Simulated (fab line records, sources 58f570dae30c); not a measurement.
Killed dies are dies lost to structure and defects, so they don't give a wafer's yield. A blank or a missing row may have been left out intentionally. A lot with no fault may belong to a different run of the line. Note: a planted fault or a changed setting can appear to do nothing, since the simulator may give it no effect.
A struck lot beside a sound one | flow berkeley-cmos170 | 36 steps out of a route of 331
Sound: these wafers, L166.3, L166.4, L166.5. Struck: wafers L169.2, L169.3, L169.4. The cause is given at the end.
Per side, at each step with rows, come the tool, then ch with its chambers, and then its first start. Under that, the readings that differ: sound wafers | struck wafers | difference of the means | sigmas: that difference in standard deviations of wafers without a fault.
alike: readings whose means differ by less than 2 such deviations, and words and numbers that are the same on both sides. not compared: withheld readings, readings that some wafer has no value for, bounds like >300 that may hide the same value, and numbers for which the record gives no deviation and whose values overlap.
Wherever a step has rows on one side only, a row that says differs or no value, or a row with sigmas, the two part there. Non-overlapping numbers with no deviation appear without sigmas and do not part them. Lack of a reading on every wafer of one side parts them only where that side has two or more wafers.

first, 1 step without rows for these wafers: UCB170_SPACER_CVD_00 (deposits SiO2 from TEOS/O2, target thk 376 nm, time 47 s).
UCB170_SPACER_THK_MEAS_01:
  sound on film-metro-02 at day 9 00:52; struck on film-metro-02 at day 9 10:45
  alike: SPACER_TEOS_THK
then, 1 step without rows for these wafers: UCB170_SPACER_ANNEAL_02 (time 1800 s).
UCB170_SPACER_ETCHBACK_03: etches SiO2 in CHF3/CF4/Ar, stops on Si, target depth 376 nm, time 100 s.
  sound on rie-diel-03 ch 0,1,2, day 9 03:20; struck on rie-diel-02 ch 1,3, day 9 16:54
  alike: chamber-pressure-mTorr, drypump-motor-current-A, oes-product-au, throttle-valve-pct
  not compared: rf-hours-counter-h
then, 6 steps without rows for these wafers: UCB170_PSD_HMDS_00 (prime time 60 s); UCB170_PSD_COAT_01 (resist thk 900 nm); UCB170_PSD_SOFTBAKE_02 (time 60 s); UCB170_PSD_EXPOSE_03 (exposes mask PSELECT MOD, target cd 1200 nm); UCB170_PSD_PEB_04; UCB170_PSD_DEVELOP_05 (develop time 45 s).
UCB170_PSD_CD_MEAS_06 targets a cd of 1200 nm.
  sound on cd-sem-02 at day 9 05:57; struck on cd-sem-02 at day 9 18:43
  alike: cd-nm
UCB170_PSD_OVL_MEAS_07:
  sound on overlay-02 at day 9 06:02; struck on overlay-01 at day 9 18:49
  alike: PSD_OVL
UCB170_PSD_IMPLANT_08:
  sound on implanter-03 ch 0, day 9 06:07; struck on implanter-04 ch 0, day 9 18:53
  reading                          | sound                         | struck                        | difference | sigmas
  dose-ions-cm2                    | 2.999e+15 2.999e+15 2.997e+15 | 2.041e+15 2.038e+15 2.033e+15 | -9.610e+14 | -99 or more
  end-station-pressure-torr (Torr) | 1.27e-05 1.27e-05 1.24e-05    | 1.03e-05 9.9e-06 1.08e-05     | -2.27e-06  | -4
  faraday-current-uA               | 9315 9349 9141                | 6314 6439 6384                | -2889      | -16
UCB170_PSD_STRIP_09: strips in O2.
  sound on plasma-asher-01 ch 0,1, day 9 06:15; struck on plasma-asher-01 ch 0,1, day 9 19:00
  reading                      | sound             | struck            | difference | sigmas
  oes-product-au (a.u.)        | 0.596 0.601 0.600 | 0.660 0.664 0.656 | +0.061     | +15
  strip-time-to-endpoint-s (s) | 29.35 29.36 29.40 | 25.46 25.49 25.40 | -3.92      | -50
  alike: chamber-pressure-mTorr, drypump-motor-current-A
  not compared: rf-hours-counter-h
UCB170_PSD_TW_MEAS_10:
  sound on film-metro-02 at day 9 06:20; struck on film-metro-03 at day 9 19:26
  reading | sound          | struck         | difference | sigmas
  PSD_TW  | 2341 2346 2338 | 2073 2079 2065 | -269       | -19
  not compared: hold
then, 6 steps without rows for these wafers: UCB170_NSD_HMDS_00 (prime time 60 s); UCB170_NSD_COAT_01 (resist thk 900 nm); UCB170_NSD_SOFTBAKE_02 (time 60 s); UCB170_NSD_EXPOSE_03 (exposes mask NSELECT MOD, target cd 1200 nm); UCB170_NSD_PEB_04; UCB170_NSD_DEVELOP_05 (develop time 45 s).
UCB170_NSD_CD_MEAS_06 targets a cd of 1200 nm.
  sound on cd-sem-01 at day 9 09:38; struck on cd-sem-02 at day 9 21:58
  alike: cd-nm
UCB170_NSD_OVL_MEAS_07:
  sound on overlay-01 at day 9 09:43; struck on overlay-02 at day 9 22:04
  reading      | sound      | struck | difference | sigmas
  NSD_OVL (nm) | -6 -10 -10 | 4 3 6  | +13        | +2
following that, these wafers have no rows for 1 step: UCB170_NSD_IMPLANT_08.
UCB170_NSD_STRIP_09: strips in O2.
  sound on plasma-asher-03 ch 0,1, day 9 09:56; struck on plasma-asher-01 ch 0,1, day 9 22:15
  alike: chamber-pressure-mTorr, drypump-motor-current-A, oes-product-au, strip-time-to-endpoint-s
  not compared: rf-hours-counter-h
UCB170_NSD_TW_MEAS_10:
  sound on film-metro-03 at day 9 10:01; struck on film-metro-04 at day 9 22:23
  reading | sound          | struck         | difference | sigmas
  NSD_TW  | 4191 4199 4172 | 4231 4254 4227 | +50        | +2
then, 4 steps without rows for these wafers: UCB170_NSD_CLEAN_11 (cleans in SPM, time 600 s); UCB170_BACKSIDE_HMDS_00 (prime time 60 s); UCB170_BACKSIDE_COAT_01 (resist thk 900 nm); UCB170_BACKSIDE_SOFTBAKE_02 (time 60 s).
UCB170_BACKSIDE_STRIP_03: strips in O2.
  sound on plasma-asher-03 ch 0,1, day 9 10:46; struck on plasma-asher-01 ch 0,1, day 9 23:04
  reading                     | sound       | struck      | difference | sigmas
  drypump-motor-current-A (A) | 6.4 6.0 6.4 | 5.0 5.7 5.0 | -1.0       | -2
  alike: chamber-pressure-mTorr, oes-product-au, strip-time-to-endpoint-s
  not compared: rf-hours-counter-h
then, 1 step without rows for these wafers: UCB170_BACKSIDE_CLEAN_04 (cleans in SPM, time 600 s).
UCB170_SDANNEAL_RTA_00: time 10 s.
  sound on rtp-anneal-01 ch 0, day 9 11:04; struck on rtp-anneal-01 ch 0, day 9 23:22
  alike: lamp-power-pct, wafer_temp_C_max
UCB170_SDANNEAL_RTA_01: time 5 s.
  sound on rtp-anneal-01 ch 0, day 9 11:12; struck on rtp-anneal-01 ch 0, day 9 23:25
  alike: lamp-power-pct, wafer_temp_C_max
UCB170_SDANNEAL_RS_MEAS_02: the measuring method here is four-point-probe.
  sound on film-metro-03 at day 9 11:19; struck on film-metro-03 at day 9 23:58
  reading         | sound             | struck            | difference | sigmas
  PSD_RS (ohm/sq) | 75.56 75.31 75.12 | 99.19 99.21 99.18 | +23.86     | +82
  not compared: hold
UCB170_M3_PROBE_99:
  the record holds rows for the sound wafers here (prober-01, day 10 13:11) but none for the struck ones

WHERE THEY PART
Earliest at UCB170_PSD_IMPLANT_08; latest, in this record, at UCB170_M3_PROBE_99.

WHY: what had been put in by the simulator
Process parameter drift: implanter-04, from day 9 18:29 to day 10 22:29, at UCB170_PSD_IMPLANT_08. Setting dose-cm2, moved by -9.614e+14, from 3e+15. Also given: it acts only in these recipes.
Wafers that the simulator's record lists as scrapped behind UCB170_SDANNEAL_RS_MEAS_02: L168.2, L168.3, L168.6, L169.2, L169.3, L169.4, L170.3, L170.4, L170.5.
